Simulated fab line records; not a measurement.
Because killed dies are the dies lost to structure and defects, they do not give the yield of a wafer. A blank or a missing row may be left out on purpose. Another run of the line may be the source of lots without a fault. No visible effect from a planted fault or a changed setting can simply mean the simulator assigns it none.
2 desks looking at one fault :: flow berkeley-cmos170 :: each desk has only its own numbers; what lay behind them comes last

THE METROLOGY DESK
What the gauges read for every lot (on any tool): the sampled wafers with a number, averaged. A lot is out of limits, marked OUT, if its mean lies more than 4 standard deviations from the usual mean; the brackets give that distance.
Columns: A = SILICIDE_TI_THK at UCB170_SILICIDE_THK_MEAS_03, usual 29.8 nm
lot: L467
first seen here: day 7 01:15
A: 30.3

lot: L469
first seen here: day 7 14:39
A: 29.6

lot: L471
first seen here: day 8 00:58
A: 29.4

lot: L470
first seen here: day 8 01:55
A: 30.0

lot: L473
first seen here: day 8 18:32
A: 30.6

lot: L472
first seen here: day 8 21:18
A: 29.8

lot: L477
first seen here: day 9 00:53
A: 30.1

lot: L476
first seen here: day 9 01:50
A: 29.6

lot: L475
first seen here: day 9 03:17
A: 29.8

lot: L482
first seen here: day 10 08:06
A: 29.9

lot: L488
first seen here: day 11 03:27
A: 30.0

lot: L490
first seen here: day 11 03:38
A: 29.6

lot: L489
first seen here: day 11 03:39
A: 29.0
Finding of this desk: none of the 13 lots has anything out of limits.

DESK OF THE TOOL OWNER: rie-diel-04
The tool's own readings at UCB170_M3_ETCH_17 (etches BARC in N2/H2): means of the sampled wafers that have a number, for each lot that ran on this tool. A lot is out of limits, marked OUT, if its mean lies more than 4 standard deviations from the usual mean; the brackets give that distance.
Columns: A = drypump-motor-current-A at UCB170_M3_ETCH_17, usual 5.7 A; B = oes-product-au at UCB170_M3_ETCH_17, usual 0.996 a.u.; C = throttle-valve-pct at UCB170_M3_ETCH_17, usual 13.02 %
lot: L467
first seen here: day 8 02:49
A: 5.9
B: 0.991
C: 13.09

lot: L469
first seen here: day 8 14:37
A: 5.8
B: 0.982
C: 13.02

lot: L471
first seen here: day 9 01:53
A: 5.8
B: 1.004
C: 12.92

lot: L482
first seen here: day 11 10:33
A: 5.7
B: 1.124 (+6.8) OUT
C: 12.91
This desk's verdict: out of limits on L482, starting with L482 at day 11 10:33 (oes-product-au at UCB170_M3_ETCH_17). Within limits: L467, L469, L471.

TAKEN TOGETHER
On L482, at day 11 10:33, an alarm was possible from the tool owner's desk.
Metrology desk: nothing out of limits seen.
The metrology desk holds a record of L482, inside its limits.
Of the lots named, all ran UCB170_M3_ETCH_17 on rie-diel-04.

WHAT THE SIMULATOR HAD PUT IN
rie-diel-04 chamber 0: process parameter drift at UCB170_M3_ETCH_17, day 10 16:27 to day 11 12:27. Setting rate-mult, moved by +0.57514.
Lots struck among those shown: L482.
Hours from the fault's start to each desk's first reading out of limits: the tool owner's desk, 18.
